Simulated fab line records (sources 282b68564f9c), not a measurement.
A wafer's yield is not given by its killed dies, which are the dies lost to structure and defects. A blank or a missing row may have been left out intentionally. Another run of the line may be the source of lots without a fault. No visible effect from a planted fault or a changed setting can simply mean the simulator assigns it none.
A struck lot beside a sound one + flow rit_cmos + 17 out of 202 route steps
Sound: the wafers L623.2, L623.4, L623.5. Struck: wafers L631.2, L631.3. (L631.5 of the same lot was not struck and is left out.) The cause comes at the end.
Order at every step that has rows: each side's tool, ch and its chambers, its first start. Under that, the readings that differ: sound wafers + struck wafers + difference of the means + sigmas: that difference in standard deviations of wafers without a fault.
alike: a reading whose means differ by less than 2 such deviations, as well as words and numbers matching on both sides. not compared: withheld readings; readings where some wafer has no value; bounds like >300 that might hide an equal value; numbers whose values overlap and for which the record gives no deviation.
A row with sigmas, a row that says differs or no value, or rows on one side alone: a step with any of these is where the two part. Non-overlapping numbers with no deviation appear without sigmas and do not part them. A reading that every wafer of one side lacks parts them only if that side has two wafers or more.

RIT_M1_THK_MEAS_02: measures by xrf.
  sound: film_metro-04 at day 3 22:08; struck: film_metro-03 at day 5 07:48
  alike: M1_AL_THK
then, 6 steps without rows for these wafers: RIT_M1_HMDS_03 (prime time 60 s); RIT_M1_COAT_04 (resist thk 1300 nm); RIT_M1_SOFTBAKE_05 (time 60 s); RIT_M1_EXPOSE_06 (exposes mask M12, target cd 2600 nm); RIT_M1_PEB_07; RIT_M1_DEVELOP_08 (develop time 68 s).
RIT_M1_CD_MEAS_09: the cd target is 2600 nm.
  sound: cd_sem-01 at day 3 23:20; struck: cd_sem-02 at day 5 08:56
  alike: cd_nm
RIT_M1_OVL_MEAS_10:
  sound: overlay-02 at day 3 23:26; struck: overlay-01 at day 5 09:02
  alike: M1_OVL
then, 1 step without rows for these wafers: RIT_M1_HARDBAKE_11 (time 120 s).
RIT_M1_METAL_ETCH_12: etches Al in Cl2/BCl3, stops on SiO2, time 165 s, target depth 600 nm.
  sound on rie_metal-04 ch 1, day 3 23:43; struck on rie_metal-02 ch 0,1, day 5 09:19
  alike: drypump_motor_current_A, oes_product_au, throttle_valve_pct
  not compared: rf_hours_counter_h
then, 1 step without rows for these wafers: RIT_M1_STRIP_13 (strips in nmp, time 600 s).
RIT_M1_STRIP_14: strips in O2, time 180 s.
  sound on plasma_asher-03 ch 0,1, day 4 00:08; struck on plasma_asher-04 ch 1, day 5 09:40
  alike: drypump_motor_current_A, rf_refl_power_W
  not compared: rf_hours_counter_h
RIT_M1_CD_MEAS_90: the cd target is 2600 nm.
  sound: cd_sem-02 at day 4 00:19; struck: cd_sem-02 at day 5 09:52
  alike: cd_nm
then, 1 step without rows for these wafers: RIT_M1_ANNEAL_15 (time 1800 s).
RIT_M1_BOW_MEAS_16:
  sound: film_metro-03 at day 4 01:56; struck: film_metro-04 at day 5 11:29
  alike: M1_BOW
RIT_M1_PROBE_99:
  sound: prober-01 at day 4 02:05; struck: prober-01 at day 5 11:38
| reading                               | sound             | struck      | difference | sigmas      |
|---------------------------------------|-------------------|-------------|------------|-------------|
| defect_limited_yield (%)              | 96.6 98.9 96.2    | 91.7 92.0   | -5.4       | -4          |
| killed_at_M0_to_M3                    | 0 0 0             | 16 17       | +16        | +99 or more |
| killed_dies                           | 9 3 10            | 22 21       | +14        | +4          |
| killed_on_rim                         | 2 1 5             | 8 10        | +6         | +4          |
| sort_bin_3_pad_short (%)              | 0 0 0.4           | 2.3 2.3     | +2.2       | +8          |
| sort_bin_5_function (%)               | 3.0 1.1 2.7       | 4.2 4.5     | +2.1       | +2          |
| sort_n_pass                           | 255 261 254       | 242 243     | -14        | -4          |
| sort_yield_pct (%)                    | 96.6 98.9 96.2    | 91.7 92.0   | -5.4       | -4          |
| model.etest.tester.sort_n_pass        | 255 261 254       | 242 243     | -14        |             |
| model.etest.tester.sort_yield_pct (%) | 96.59 98.86 96.21 | 91.67 92.05 | -5.36      |             |
| model.etest.tester.sort_bin_5_pct (%) | 3.03 1.136 2.652  | 4.167 4.545 | +2.083     |             |
| model.etest.tester.sort_bin_3_pct (%) | 0 0 0.3788        | 2.273 2.273 | +2.147     |             |
  alike: killed_at_contacts, killed_at_front_end, killed_open, killed_short, sort_bin_6_memory

WHERE THEY PART
RIT_M1_PROBE_99 only, going by this record.

WHY: the cause the simulator had injected
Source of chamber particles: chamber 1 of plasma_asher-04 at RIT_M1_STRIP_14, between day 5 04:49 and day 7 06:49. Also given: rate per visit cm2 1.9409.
